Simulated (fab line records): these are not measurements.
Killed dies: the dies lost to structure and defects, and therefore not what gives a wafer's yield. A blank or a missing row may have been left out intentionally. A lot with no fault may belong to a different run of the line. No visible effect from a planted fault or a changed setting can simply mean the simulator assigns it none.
Split-lot study / flow rit-cmos / 23 wafers read from 5 lots, route of 202 steps

ABOUT THE SPLIT
At RIT_ACTIVE_EXPOSE_08 (exposes mask M1, target cd 1400 nm), the setting dose-mj was moved away from the recipe's 225 on 7 of the 23 wafers read, by -7.4% to +6.9%. The other wafers ran this setting at the recipe's value.

FROM THE SPLIT TO THE READING: what the file shows between them, 6 steps
- RIT_ACTIVE_PEB_09
- RIT_ACTIVE_DEVELOP_10: develop time 52.26 s
- RIT_ACTIVE_CD_MEAS_11: target cd 1400 nm
- RIT_ACTIVE_HARDBAKE_12: time 60 s
- RIT_ACTIVE_ETCH_13: etches Si3N4 in SF6, stops on SiO2, time 210 s, target depth 210 nm
- RIT_ACTIVE_STRIP_14: strips in O2, time 180 s

THE READING
cd-nm at RIT_ACTIVE_CD_MEAS_90, given in nm (cd target 1400 nm). Fault-free wafers of this fab line usually give 1400.5 nm, standard deviation 1.9 nm.

wafer=L074.1; tool, chamber at the split=iline-stepper-02, 0; dose-mj as run=225; against the recipe=recipe; cd-nm, nm=1407.0; against lot-mates on the recipe=-
wafer=L074.2; tool, chamber at the split=iline-stepper-02, 0; dose-mj as run=212.9; against the recipe=-5.4%; cd-nm, nm=1419.8; against lot-mates on the recipe=+15.3
wafer=L074.3; tool, chamber at the split=iline-stepper-02, 0; dose-mj as run=225; against the recipe=recipe; cd-nm, nm=1403.6; against lot-mates on the recipe=-
wafer=L074.4; tool, chamber at the split=iline-stepper-02, 0; dose-mj as run=212.9; against the recipe=-5.4%; cd-nm, nm=1421.7; against lot-mates on the recipe=+17.2
wafer=L074.5; tool, chamber at the split=iline-stepper-02, 0; dose-mj as run=225; against the recipe=recipe; cd-nm, nm=1402.8; against lot-mates on the recipe=-
wafer=L079.2; tool, chamber at the split=iline-stepper-02, 0; dose-mj as run=225; against the recipe=recipe; cd-nm, nm=1399.8; against lot-mates on the recipe=-
wafer=L079.3; tool, chamber at the split=iline-stepper-02, 0; dose-mj as run=208.4; against the recipe=-7.4%; cd-nm, nm=1422.9; against lot-mates on the recipe=+22.3
wafer=L079.4; tool, chamber at the split=iline-stepper-02, 0; dose-mj as run=208.4; against the recipe=-7.4%; cd-nm, nm=1425.1; against lot-mates on the recipe=+24.5
wafer=L079.5; tool, chamber at the split=iline-stepper-02, 0; dose-mj as run=225; against the recipe=recipe; cd-nm, nm=1400.6; against lot-mates on the recipe=-
wafer=L079.6; tool, chamber at the split=iline-stepper-02, 0; dose-mj as run=225; against the recipe=recipe; cd-nm, nm=1401.4; against lot-mates on the recipe=-
wafer=L080.1; tool, chamber at the split=iline-stepper-02, 0; dose-mj as run=225; against the recipe=recipe; cd-nm, nm=1395.2; against lot-mates on the recipe=-
wafer=L080.2; tool, chamber at the split=iline-stepper-02, 0; dose-mj as run=225; against the recipe=recipe; cd-nm, nm=1399.8; against lot-mates on the recipe=-
wafer=L080.3; tool, chamber at the split=iline-stepper-02, 0; dose-mj as run=225; against the recipe=recipe; cd-nm, nm=1399.7; against lot-mates on the recipe=-
wafer=L080.4; tool, chamber at the split=iline-stepper-02, 0; dose-mj as run=225; against the recipe=recipe; cd-nm, nm=1396.4; against lot-mates on the recipe=-
wafer=L080.5; tool, chamber at the split=iline-stepper-02, 0; dose-mj as run=225; against the recipe=recipe; cd-nm, nm=1399.1; against lot-mates on the recipe=-
wafer=L081.1; tool, chamber at the split=iline-stepper-01, 0; dose-mj as run=240.6; against the recipe=+6.9%; cd-nm, nm=1376.8; against lot-mates on the recipe=-22.0
wafer=L081.2; tool, chamber at the split=iline-stepper-01, 0; dose-mj as run=225; against the recipe=recipe; cd-nm, nm=1399.8; against lot-mates on the recipe=-
wafer=L081.3; tool, chamber at the split=iline-stepper-01, 0; dose-mj as run=225; against the recipe=recipe; cd-nm, nm=1397.7; against lot-mates on the recipe=-
wafer=L081.5; tool, chamber at the split=iline-stepper-01, 0; dose-mj as run=240.6; against the recipe=+6.9%; cd-nm, nm=1380.3; against lot-mates on the recipe=-18.5
wafer=L081.6; tool, chamber at the split=iline-stepper-01, 0; dose-mj as run=240.6; against the recipe=+6.9%; cd-nm, nm=1380.7; against lot-mates on the recipe=-18.0
wafer=L082.3; tool, chamber at the split=iline-stepper-02, 0; dose-mj as run=225; against the recipe=recipe; cd-nm, nm=1402.9; against lot-mates on the recipe=-
wafer=L082.4; tool, chamber at the split=iline-stepper-02, 0; dose-mj as run=225; against the recipe=recipe; cd-nm, nm=1402.3; against lot-mates on the recipe=-
wafer=L082.6; tool, chamber at the split=iline-stepper-02, 0; dose-mj as run=225; against the recipe=recipe; cd-nm, nm=1403.2; against lot-mates on the recipe=-

FIT RESULTS
A straight line over all 23 wafers: cd-nm changes by -3.23 nm for each +1% of dose-mj; r = -0.98; the points scatter about the line by 2.8 nm.
The same after taking each lot's own level away (the mean of its wafers on the recipe; 23 wafers): -2.97 nm for each +1%; r = -0.99; scatter 1.6 nm.
On that fit, the largest move of dose-mj shifts the reading by 22 nm.
From 1398.04 to 1404.47 nm: that is the span of the lots' own levels, equal to 3.4 times the standard deviation above.
So the lot-to-lot level changes the slope little: the two slopes agree.
Check: +22.2 nm against its lot-mates is what the line predicts for one of the wafers moved furthest among these (-7.4%) when that wafer is left out of the fit. Against them it came out at +22.3 nm.

THE OTHER SPLITS THESE WAFERS WENT THROUGH
Other splits were also applied to these wafers ahead of the reading. Each is held against what the fit with the lots' levels taken away leaves over:
other split on the same wafers=RIT_ACTIVE_COAT_06 spin-rpm; wafers away from the commonest value=8; r with cd-nm (lot level and that fit taken away)=-0.47

THE WHOLE CHAIN: every reading that the file lists as answering this split, in the file's order
step=RIT_ACTIVE_DEVELOP_10; what it does=develop time 52.26 s; reading=ACTIVE.cd-nm (the simulator's own value, which no gauge read); change (the file's fit)=-3.03 nm for each +1% of the setting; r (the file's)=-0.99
step=RIT_ACTIVE_CD_MEAS_11; what it does=target cd 1400 nm; reading=cd-nm; change (the file's fit)=-3.04 nm for each +1% of the setting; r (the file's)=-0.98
step=RIT_ACTIVE_CD_MEAS_90; what it does=target cd 1400 nm; reading=cd-nm; change (the file's fit)=-3.01 nm for each +1% of the setting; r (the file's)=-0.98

THE FILE'S OWN FIT
cd-nm changes by -3.01 nm for each +1% of dose-mj, r = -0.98.
